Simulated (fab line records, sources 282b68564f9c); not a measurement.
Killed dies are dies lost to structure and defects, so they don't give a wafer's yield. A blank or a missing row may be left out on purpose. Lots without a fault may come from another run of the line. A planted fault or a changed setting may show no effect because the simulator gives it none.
Which tool did it? | flow rit_cmos | 14 lots, 42 wafers sampled, at 2 steps of a route of 202

WHAT THE GAUGES READ, wafer by wafer
RIT_ACTIVE_THK_MEAS_04. Usual: ACTIVE_NITRIDE_THK 150.2 nm, standard deviation 1.3.
lot  | measured    | on            | ACTIVE_NITRIDE_THK (nm) | flag
L652 | day 1 13:39 | film_metro-03 | 152.5 152.4 153.6       |
L653 | day 1 18:44 | film_metro-04 | 149.4 150.7 149.5       |
L654 | day 2 00:30 | film_metro-04 | 150.1 149.9 150.8       |
L658 | day 2 21:31 | film_metro-03 | 151.9 151.3 151.6       |
L659 | day 3 01:21 | film_metro-03 | 148.0 148.8 148.6       |
L660 | day 3 05:38 | film_metro-03 | 149.9 149.8 151.0       |
L661 | day 3 11:51 | film_metro-03 | 151.5 151.6 151.7       |
L663 | day 3 20:32 | film_metro-04 | 148.1 148.8 150.5       |
L665 | day 4 08:19 | film_metro-03 | 153.0 153.1 152.7       |
L666 | day 4 11:32 | film_metro-04 | 149.4 149.5 148.3       |
L667 | day 4 17:52 | film_metro-02 | 149.8 150.9 149.8       |
L668 | day 4 22:07 | film_metro-02 | 117.0 117.1 116.5       | OFF
L669 | day 5 02:46 | film_metro-03 | 116.2 114.6 114.5       | OFF
L674 | day 6 06:06 | film_metro-02 | 151.4 150.8 150.4       |

WHICH TOOL RAN EACH LOT (tool, then ch and the chambers of the sampled wafers, then the start)
lot  | RIT_ACTIVE_CVD_03
L652 | lpcvd-01 ch 1, day 1 12:13
L653 | lpcvd-01 ch 0, day 1 17:19
L654 | lpcvd-01 ch 0, day 1 23:05
L658 | lpcvd-02 ch 0, day 2 20:05
L659 | lpcvd-01 ch 1, day 2 23:56
L660 | lpcvd-01 ch 0, day 3 04:14
L661 | lpcvd-01 ch 1, day 3 10:25
L663 | lpcvd-01 ch 0, day 3 19:07
L665 | lpcvd-02 ch 0, day 4 06:53
L666 | lpcvd-02 ch 0, day 4 10:07
L667 | lpcvd-01 ch 0, day 4 16:27
L668 | lpcvd-02 ch 0, day 4 20:41
L669 | lpcvd-02 ch 0, day 5 01:20
L674 | lpcvd-01 ch 0, day 6 04:40
- RIT_ACTIVE_CVD_03: deposits Si3N4 from SiH2Cl2/NH3, target thk 150 nm, time 1500 s.

WHAT THE TOOLS THEMSELVES READ (means of the sampled wafers that have a number; where no wafer has one, the mark that the record gives instead)
RIT_ACTIVE_CVD_03. Usual: zone_power_load_pct 20.6 %, standard deviation 1.5.
lot  | tool     | zone_power_load_pct (%) | flag
L652 | lpcvd-01 | 18.6                    |
L653 | lpcvd-01 | 21.6                    |
L654 | lpcvd-01 | 21.5                    |
L658 | lpcvd-02 | 21.7                    |
L659 | lpcvd-01 | 18.6                    |
L660 | lpcvd-01 | 21.4                    |
L661 | lpcvd-01 | 18.6                    |
L663 | lpcvd-01 | 21.4                    |
L665 | lpcvd-02 | 21.9                    |
L666 | lpcvd-02 | 22.1                    |
L667 | lpcvd-01 | 21.5                    |
L668 | lpcvd-02 | 22.0                    |
L669 | lpcvd-02 | 22.0                    |
L674 | lpcvd-01 | 21.4                    |

THE ANSWER, worked out from the rows above alone
Rule: a lot is off if the mean of its wafers that have a number lies more than 3 standard deviations from the usual mean. A lot without any number at a reading at which 4 lots or more have one is off too. The other lots that the step has rows for count as sound. The gauges are gone through in route order, then the tools' own readings, and for those a lot's mean is taken as printed above. The first step at which some lot is off is used, and at that step the reading that is off furthest; a lot without a number counts as furthest.
Off: L668, L669, at RIT_ACTIVE_THK_MEAS_04 (ACTIVE_NITRIDE_THK).
A tool fits if, at a process step before that reading, it ran every lot that is off, and no sound lot after the first of them. The gauges at RIT_ACTIVE_THK_MEAS_04 are tried like those tools. One fits: lpcvd-02 at RIT_ACTIVE_CVD_03. Its last sound lot is L666 (day 4 10:07), its first lot that is off L668 (day 4 20:41): a fault that began between those two fits.

WHAT THE SIMULATOR HAD PUT IN
Process parameter drift: lpcvd-02, from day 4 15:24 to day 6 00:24, at RIT_ACTIVE_CVD_03. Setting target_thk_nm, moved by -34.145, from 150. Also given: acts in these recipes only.
Lots struck among those shown: L668, L669. The rule above found the same.
